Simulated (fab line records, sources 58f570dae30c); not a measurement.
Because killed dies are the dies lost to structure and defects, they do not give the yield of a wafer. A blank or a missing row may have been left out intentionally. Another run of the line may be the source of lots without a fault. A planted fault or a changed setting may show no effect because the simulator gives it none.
fab line records	flow berkeley-cmos170
record: lots: 7	wafers: 21	last-day: 13
route steps=331 shown GATE@129 M3@331
lots with no fault: from the same line, run without faults
start-h: hours from the record's first day to the start of the lot's first wafer shown	wait-h: hours elapsed since this lot's preceding step	" same as the row above	L1.1+2: a single row standing in for several wafers	- no value present, or no start provided	* or withheld: withheld	< > ~ a bound
route shown NAME@n: names a module that has steps shown in the file, with the first one's number in the route	usual: the fault-free wafers' mean and standard deviation	same: alike in all rows	chamber/n: place in a boat	sites: readings site by site	_std_site: their standard deviation	_edge_site: mean of outer sites minus mean of inner sites	radius-mm: for every site, how far away it sits from the centre of the wafer	mask NAME#n: copy n	behind: the tool/chamber that last shaped the wafer	hold: what put the lot on hold/how long, in hours/how the hold closed	device: which transistor (n, p or np) failed to switch	end of line: at the end of the route, the tests of the same wafers	step lacking rows: just its recipe	killed: the dies lost at the first sort to structure and to defects; this is not the yield of the wafer	map: a wafer's dies, marking killed ones x, the rest . and places with no die _
set.NAME: the setting as run; set.NAME@STEP: as run at that earlier step	model.NAME: the simulator's own value behind a step, which no gauge read
lots seen at some steps along the route; tables by step, rows by wafer
services: from which hour (start-h, from the record's first day; less than 0 if before it) a tool's chamber was out of use, for how many hours, and why
== steps ==
step: UCB170_GATE_ANNEAL_03
recipe: temp-c: 900	time-s: 1800	ambient: N2
step: UCB170_GATE_CVD_04
recipe: material: poly-Si	temp-c: 610	precursor: SiH4	time-s: 1440	pressure-mtorr: 375	target-thk-nm: 214	sih4-flow-sccm: 120
step: UCB170_GATE_THK_MEAS_05
recipe: reads: poly-Si_of_GATE_CVD_04
usual: GATE_POLY_THK: 214.1/1.8
lot.wafer	tool	chamber	start-h	wait-h	GATE_POLY_THK[nm]
L306.2	film-metro-03	-	139.35	0.1	213.7
L306.3	"	-	"	"	214.2
L306.6	"	-	"	"	213.8
L311.3	film-metro-04	-	164.68	0.0	212.2
L311.4	"	-	"	"	213.6
L311.5	"	-	"	"	211.9
L312.3	film-metro-04	-	173.50	0.1	216.9
L312.4	"	-	"	"	216.6
L312.5	"	-	"	"	217.5
L318.3	film-metro-04	-	215.27	0.0	212.2
L318.5	"	-	"	"	211.9
L318.6	"	-	"	"	211.2
L320.1	film-metro-04	-	227.43	0.1	214.0
L320.4	"	-	"	"	214.3
L320.5	"	-	"	"	214.1
L322.2	film-metro-04	-	234.59	0.0	214.3
L322.3	"	-	"	"	213.2
L322.4	"	-	"	"	214.1
L328.1	film-metro-04	-	265.50	0.0	211.0
L328.2	"	-	"	"	212.2
L328.3	"	-	"	"	210.6
step: UCB170_GATE_COAT_06
recipe: resist: BARC	temp-c: withheld	time-s: withheld	spin-rpm: 3000	resist-thk-nm: withheld
step: UCB170_GATE_COAT_07
recipe: resist: KrF	spin-rpm: 1500	resist-thk-nm: 900
step: UCB170_GATE_SOFTBAKE_08
recipe: resist: KrF	temp-c: 130	time-s: 60
step: UCB170_GATE_EXPOSE_09
recipe: mask-id: POLY	target-cd-nm: 350	na: 0.5	sigma-outer: 0.6	source-shape: conventional	dose-mj: 21
step: UCB170_GATE_PEB_10
recipe: peb-temp-c: 130	peb-time-s: withheld	resist: KrF
step: UCB170_GATE_DEVELOP_11
recipe: developer: TMAH	develop-time-s: 45	resist: KrF	dev-temp-c: 21
step: UCB170_GATE_CD_MEAS_12
recipe: target-cd-nm: 350
usual: cd-nm: 349.7/1.7
lot.wafer	tool	chamber	start-h	wait-h	cd-nm
L306.2	cd-sem-01	-	140.88	-	349.6
L306.3	"	-	"	"	349.5
L306.6	"	-	"	"	351.2
L311.3	cd-sem-01	-	166.12	-	348.8
L311.4	"	-	"	"	347.4
L311.5	"	-	"	"	347.9
L312.3	cd-sem-01	-	175.33	-	350.4
L312.4	"	-	"	"	350.8
L312.5	"	-	"	"	349.9
L318.3	cd-sem-02	-	216.59	-	348.3
L318.5	"	-	"	"	349.1
L318.6	"	-	"	"	347.6
L320.1	cd-sem-01	-	228.52	-	349.7
L320.4	"	-	"	"	349.9
L320.5	"	-	"	"	350.0
L322.2	cd-sem-02	-	235.93	-	353.3
L322.3	"	-	"	"	353.3
L322.4	"	-	"	"	354.3
L328.1	cd-sem-02	-	266.94	-	349.5
L328.2	"	-	"	"	349.4
L328.3	"	-	"	"	348.7
step: UCB170_GATE_OVL_MEAS_13
usual: GATE_OVL: 3/5.7
lot.wafer	tool	chamber	start-h	wait-h	GATE_OVL[nm]
L306.2	overlay-02	-	140.98	0.1	13
L306.3	"	-	"	"	4
L306.6	"	-	"	"	13
L311.3	overlay-01	-	166.21	0.1	9
L311.4	"	-	"	"	8
L311.5	"	-	"	"	5
L312.3	overlay-02	-	175.42	0.1	5
L312.4	"	-	"	"	4
L312.5	"	-	"	"	-1
L318.3	overlay-01	-	216.68	0.1	-1
L318.5	"	-	"	"	-3
L318.6	"	-	"	"	-1
L320.1	overlay-02	-	228.64	0.1	-1
L320.4	"	-	"	"	-5
L320.5	"	-	"	"	6
L322.2	overlay-01	-	236.04	0.1	5
L322.3	"	-	"	"	4
L322.4	"	-	"	"	6
L328.1	overlay-01	-	267.06	0.1	11
L328.2	"	-	"	"	5
L328.3	"	-	"	"	10
step: UCB170_GATE_ETCH_14
recipe: chemistry: N2/H2	target-depth-a: withheld	overetch-a: withheld	target: BARC	time-s: withheld	source-w: 500	bias-w: 100	pressure-mtorr: 30	n2-flow-sccm: 100	h2-flow-sccm: 200
usual: drypump-motor-current-A: 5.8/0.42	oes-product-au: 1.000/0.02	throttle-valve-pct: 13.39/0.2
lot.wafer	tool	chamber	start-h	wait-h	drypump-motor-current-A	oes-product-au	throttle-valve-pct
L306.2	rie-diel-02	2	141.01	0.0	5.4	1.001	13.45
L306.3	"	1	"	"	6.2	0.974	13.52
L306.6	"	2	"	"	5.4	1.001	13.47
L311.3	rie-diel-01	1	166.24	0.0	6.1	0.999	13.68
L311.4	"	3	"	"	5.2	0.991	13.68
L311.5	"	1	"	"	6.1	0.994	13.64
L312.3	rie-diel-02	3	175.44	0.0	5.1	0.992	13.09
L312.4	"	1	"	"	6.2	0.962	13.51
L312.5	"	3	"	"	5.1	1.003	13.11
L318.3	rie-diel-01	2	216.70	0.0	6.2	1.016	13.43
L318.5	"	2	"	"	6.1	1.035	13.42
L318.6	"	3	"	"	5.2	1.000	13.67
L320.1	rie-diel-02	1	228.68	0.0	6.2	0.969	13.52
L320.4	"	0	"	"	5.2	1.026	13.03
L320.5	"	1	"	"	6.2	0.973	13.51
L322.2	rie-diel-03	0	236.07	0.0	5.7	0.998	13.18
L322.3	"	2	"	"	6.2	1.016	13.38
L322.4	"	1	"	"	6.2	0.975	13.33
L328.1	rie-diel-01	2	267.09	0.0	6.2	1.026	13.42
L328.2	"	0	"	"	5.7	1.011	13.21
L328.3	"	1	"	"	6.1	0.985	13.68
step: UCB170_GATE_ETCH_15
recipe: chemistry: HBr/Cl2	target: poly-Si	stop-on: SiO2	over-etch-frac: 0.3	icp-w: 300	bias-w: 150	time-s: 56.3	pressure-mtorr: 15	HBr_flow_sccm: 150	Cl2_flow_sccm: 50	target-depth-a: 2782
usual: drypump-motor-current-A: 5.7/0.45	oes-product-au: 0.831/0.017	over-etch-frac: 0.3/0	throttle-valve-pct: 26.41/0.25
lot.wafer	tool	chamber	start-h	wait-h	drypump-motor-current-A	oes-product-au	over-etch-frac	rf-hours-counter-h	throttle-valve-pct	model.KrF_of_GATE_COAT_07.thk-nm
L306.2	rie-si-02	2	141.06	-	6.0	0.854	0.3	8	25.94	772.9
L306.3	"	0	"	"	5.9	0.823	0.3	29	26.55	774.5
L306.6	"	0	"	"	5.9	0.813	0.3	-	26.56	777.6
L311.3	rie-si-02	0	166.28	-	5.9	0.814	0.3	29	26.56	777.8
L311.4	"	2	"	"	6.0	0.853	0.3	8	25.93	767.1
L311.5	"	0	"	"	5.9	0.809	0.3	-	26.57	774.1
L312.3	rie-si-02	2	175.49	-	6.0	0.864	0.3	8	25.94	773.2
L312.4	"	3	"	"	5.4	0.829	0.3	2	26.82	777.5
L312.5	"	3	"	"	5.4	0.824	0.3	-	26.83	778.4
L318.3	rie-si-02	3	216.75	-	5.4	0.930	0.06	2	26.82	795.1
L318.5	"	0	"	"	5.9	0.931	0.06	-	26.57	793.9
L318.6	"	3	"	"	5.4	0.933	0.06	-	26.81	793.3
L320.1	rie-si-02	3	228.72	-	5.4	0.942	0.06	2	26.81	799
L320.4	"	0	"	"	5.9	0.941	0.06	30	26.57	797.2
L320.5	"	0	"	"	5.9	0.948	0.06	-	26.58	796.7
L322.2	rie-si-02	0	236.11	-	5.9	0.947	0.06	30	26.57	794.2
L322.3	"	3	"	"	5.4	0.933	0.06	2	26.80	792.2
L322.4	"	2	"	"	6.0	0.980	0.06	8	25.93	791.8
L328.1	rie-si-01	0	267.14	-	5.3	0.817	0.3	81	26.33	776.8
L328.2	"	3	"	"	6.1	0.846	0.3	53	26.23	774.8
L328.3	"	2	"	"	6.7	0.818	0.3	41	26.46	770.5
step: UCB170_GATE_STRIP_16
recipe: chemistry: O2	power-w: 400	pressure-mtorr: 3500	platen-temp-c: withheld	o2-flow-sccm: 400	overash-fraction: 0.5
usual: drypump-motor-current-A: 5.8/0.36	oes-product-au: 0.724/0.0048
lot.wafer	tool	chamber	start-h	wait-h	drypump-motor-current-A	oes-product-au	rf-hours-counter-h
L306.2	plasma-asher-03	1	141.10	0.0	5.9	0.728	42
L306.3	"	0	"	"	5.2	0.726	-
L306.6	"	0	"	"	5.2	0.714	-
L311.3	plasma-asher-04	1	166.36	0.1	5.6	0.728	-
L311.4	"	0	"	"	6.1	0.716	-
L311.5	"	0	"	"	6.1	0.721	-
L312.3	plasma-asher-03	1	175.57	0.1	6.0	0.724	-
L312.4	"	0	"	"	5.2	0.713	-
L312.5	"	1	"	"	6.0	0.723	-
L318.3	plasma-asher-03	1	216.83	0.1	5.9	0.722	-
L318.5	"	1	"	"	5.9	0.721	-
L318.6	"	0	"	"	5.2	0.719	-
L320.1	plasma-asher-02	1	228.77	0.0	6.2	0.718	44
L320.4	"	0	"	"	5.5	0.730	-
L320.5	"	1	"	"	6.2	0.732	-
L322.2	plasma-asher-03	0	236.16	0.0	5.2	0.721	51
L322.3	"	1	"	"	5.9	0.735	-
L322.4	"	0	"	"	5.2	0.726	-
L328.1	plasma-asher-02	0	267.19	0.0	5.5	0.729	49
L328.2	"	1	"	"	6.2	0.729	49
L328.3	"	1	"	"	6.2	0.718	-
step: UCB170_M3_PROBE_99
lot.wafer	tool	chamber	start-h	wait-h	model.etest.pldd.rs-ohm-sq	model.etest.nldd.rs-ohm-sq	model.etest.poly-comb-over-steps.leak-log10-a-um	model.etest.antenna-poly.vt-shift-v
L306.2	prober-01	-	179.21	0.1	1120	768.6	-12.7	-0.006053
L306.3	prober-01	-	179.26	0.2	1049	780.8	-12.83	-0.01173
L306.6	prober-01	-	179.41	0.2	1128	776.3	-12.73	-0.009715
L311.3	prober-01	-	204.89	0.2	1106	777.2	-12.84	-0.006812
L311.4	prober-01	-	204.94	0.2	1098	767.6	-12.74	-0.01037
L311.5	prober-01	-	204.99	0.2	1111	773.2	-12.74	-0.009804
L312.3	prober-01	-	218.27	0.2	1115	774.8	-12.84	-0.0002356
L312.4	prober-01	-	218.32	0.2	1132	785.8	-12.71	-0.007484
L312.5	prober-01	-	218.37	0.2	1121	775.4	-12.75	-0.005077
L318.3	prober-02	-	255.45	0.2	1159	786.3	-4.634	-0.004302
L318.5	prober-02	-	255.55	0.2	1133	784.1	-6.637	-0.004746
L318.6	prober-02	-	255.60	0.2	1157	787.5	-5.535	-0.003469
L320.1	prober-02	-	269.67	0.1	1184	799.5	-4.814	-0.006528
L320.4	prober-02	-	269.82	0.2	1179	794.6	-5.622	-0.003414
L320.5	prober-02	-	269.87	0.2	1178	793.9	-5.655	-0.00385
L322.2	prober-01	-	276.54	0.1	1151	788	-5.688	-0.005796
L322.3	prober-01	-	276.59	0.2	1152	786.8	-4.746	-0.004038
L322.4	prober-01	-	276.64	0.2	1135	780.7	-8.155	0.0004579
L328.1	prober-02	-	311.99	0.1	1058	782.2	-12.72	-0.01022
L328.2	prober-02	-	312.04	0.1	1095	773.6	-12.78	-0.004077
L328.3	prober-02	-	312.09	0.2	1098	781.8	-12.77	-0.01046
killed by level:class
L306.2 GATE:geometric-particle:open=2 START:geometric-particle:open=1 WELLDRIVE:geometric-particle:short=1 V1:geometric-particle:open=1
L306.3 SILICIDE:geometric-particle:short=3 START:geometric-particle:short=1 V1:geometric-particle:short=1
L306.6 WELLDRIVE:geometric-particle:open=1 SACOX:geometric-particle:short=1 SACOX:geometric-particle:open=1 SPACER:geometric-particle:open=1
L311.3 SCREENOX:geometric-particle:short=1 SPACER:geometric-particle:open=1 M1:geometric-particle:short=1 ACTIVE:area-etch=1
L311.4 SACOX:geometric-particle:short=1 SPACER:geometric-particle:short=1 ACTIVE:area-etch=1
L311.5 ACTIVE:area-etch=3 GATE:geometric-particle:short=2 FIELD:geometric-particle:short=1 M1:geometric-particle:short=1
L312.3 SACOX:geometric-particle:open=2 GATE:geometric-particle:short=1 M3:geometric-particle:short=1
L312.4 SPACER:geometric-particle:short=2 GATE:geometric-particle:short=1 GATE:geometric-particle:open=1 SPACER:geometric-particle:open=1
L312.5 WELLDRIVE:geometric-particle:open=1 M2:geometric-particle:open=1 M2:geometric-particle:short=1 M3:geometric-particle:open=1
L328.1 FIELD:geometric-particle:open=1 SACOX:geometric-particle:short=1 SILICIDE:geometric-particle:short=1
L328.2 GATE:geometric-particle:short=1 SPACER:geometric-particle:open=1 V2:geometric-particle:open=1
L328.3 FIELD:geometric-particle:short=1 FIELD:geometric-particle:open=1 GATE:geometric-particle:open=1 V2:geometric-particle:open=1
== services ==
tool	chamber	start-h	hours	kind
rie-diel-01	3	119.57	-	clean
rie-diel-01	3	119.57	36.0	scheduled-down
rie-diel-01	3	119.57	36.0	vent-cycle
rie-si-02	1	126.14	11.4	repair
rie-diel-02	3	127.42	3.0	repair
rie-diel-02	3	130.42	-	clean
rie-diel-02	3	130.42	18.6	scheduled-down
rie-diel-02	3	130.42	18.6	vent-cycle
rie-si-01	3	143.96	2.0	repair
plasma-asher-03	-	145.54	4.0	repair
rie-diel-01	0	155.61	-	clean
rie-diel-01	0	155.61	12.2	scheduled-down
rie-diel-01	0	155.61	12.2	vent-cycle
plasma-asher-03	-	196.53	0.5	repair
rie-diel-03	2	206.44	6.6	repair
rie-si-01	3	225.18	2.0	repair
plasma-asher-04	-	250.73	4.9	repair
plasma-asher-03	-	255.31	15.6	pm
rie-diel-03	3	257.88	5.1	repair
== key ==
first-sign: step: UCB170_GATE_ETCH_15	reading: over-etch-frac	direction: down	sigmas: 99+	usual: 0.3	struck: 0.06
effect: step: UCB170_GATE_ETCH_15	reading: oes-product-au	direction: up	sigmas: 6.6	usual: 0.831	struck: 0.943
model-effect: step: UCB170_GATE_ETCH_15	value: KrF_of_GATE_COAT_07.thk-nm	without: 774.6	struck: 794.8
model-effect: step: UCB170_M3_PROBE_99	value: etest.pldd.rs-ohm-sq	without: 1116	struck: 1159
met-at UCB170_GATE_ETCH_15
struck-wafers L318.3,L318.5,L318.6,L320.1,L320.4,L320.5,L322.2,L322.3,L322.4
sort-left-out L318.3,L318.5,L318.6,L320.1,L320.4,L320.5,L322.2,L322.3,L322.4
tester-left-out L318,L320,L322
onset-between 175.49 216.75
fault: kind: process-parameter-drift	tool: rie-si-02	chamber: -	onset-h: 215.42	steps: UCB170_GATE_ETCH_15	channel: over-etch-frac	offset: -0.24	shape: step	end-h: 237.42	stated: 0.3
tester-left-out: of these lots the tester's yield and bins aren't shown, on N5 and GAA mostly nor the transistor test; their killed dies are dies lost to structure and defects alone, not to doping, threshold or leakage, so they don't give the yield
sort-left-out: the simulated sort isn't trusted on such a fault, so these wafers' sort isn't shown, and their yield isn't known
